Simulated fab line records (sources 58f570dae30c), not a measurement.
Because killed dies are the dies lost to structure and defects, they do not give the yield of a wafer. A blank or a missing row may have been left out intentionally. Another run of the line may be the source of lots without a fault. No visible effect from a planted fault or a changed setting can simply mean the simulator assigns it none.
What tool caused it? ; flow berkeleyCmos170 ; Sampling: 7 lots, 21 wafers, 3 of 331 route steps

== WHAT EACH GAUGE READ, for each wafer ==
UCB170_M3_CD_MEAS_15: the cd target is 700 nm.
lot;measured;on;cdNm (nm)
L548;day 9 06:20;cdSem-01;700.4 699.4 700.5
L552;day 10 06:07;cdSem-01;701.6 700.9 701.6
L555;day 10 23:14;cdSem-02;698.8 697.8 697.8
L557;day 11 00:30;cdSem-01;702.6 702.9 701.8
L567;day 13 08:55;cdSem-01;698.0 699.5 699.9
L568;day 14 00:16;cdSem-01;699.8 700.4 701.6
L570;day 13 15:29;cdSem-01;701.7 701.7 702.5

== TOOL THAT RAN EACH LOT (tool first, then ch and the chambers of the sampled wafers, then the start) ==
lot;UCB170_PWELL_STRIP_16;UCB170_PLDD_STRIP_10
L548;plasmaAsher-02 ch 0,1, day 3 18:27;plasmaAsher-04 ch 0,1, day 7 14:33
L552;plasmaAsher-01 ch 0,1, day 4 19:56;plasmaAsher-02 ch 0,1, day 8 19:55
L555;plasmaAsher-01 ch 0,1, day 5 07:59;plasmaAsher-01 ch 1, day 9 10:33
L557;plasmaAsher-03 ch 0,1, day 5 15:38;plasmaAsher-04 ch 0,1, day 9 10:57
L567;plasmaAsher-02 ch 0,1, day 7 17:04;plasmaAsher-01 ch 0,1, day 11 12:36
L568;plasmaAsher-01 ch 0,1, day 8 00:35;plasmaAsher-04 ch 0,1, day 12 10:47
L570;plasmaAsher-03 ch 1, day 8 07:54;plasmaAsher-02 ch 0,1, day 12 02:59
- UCB170_PWELL_STRIP_16: strips in O2.
- UCB170_PLDD_STRIP_10: strips in O2.

== THE ANSWER, worked out from the rows above alone ==
Rule: usual is defined by the lots themselves. Put in order of their means at a reading, lots are off if they are a third of the lots or fewer, leave a main group of 4 or more, and stand apart from it by a gap of 3 or more times the standard deviation of the main group's means; of several such gaps the widest counts. The tables above print the reading to a certain number of digits; a main group whose means all agree to those digits is not used. A lot without any number at a reading at which 4 lots or more have one is off too. Where the step has rows for the other lots, those lots are counted as sound.
Nothing can be told from this: no lot is off at any reading shown.

== WHAT WAS PUT IN BY THE SIMULATOR ==
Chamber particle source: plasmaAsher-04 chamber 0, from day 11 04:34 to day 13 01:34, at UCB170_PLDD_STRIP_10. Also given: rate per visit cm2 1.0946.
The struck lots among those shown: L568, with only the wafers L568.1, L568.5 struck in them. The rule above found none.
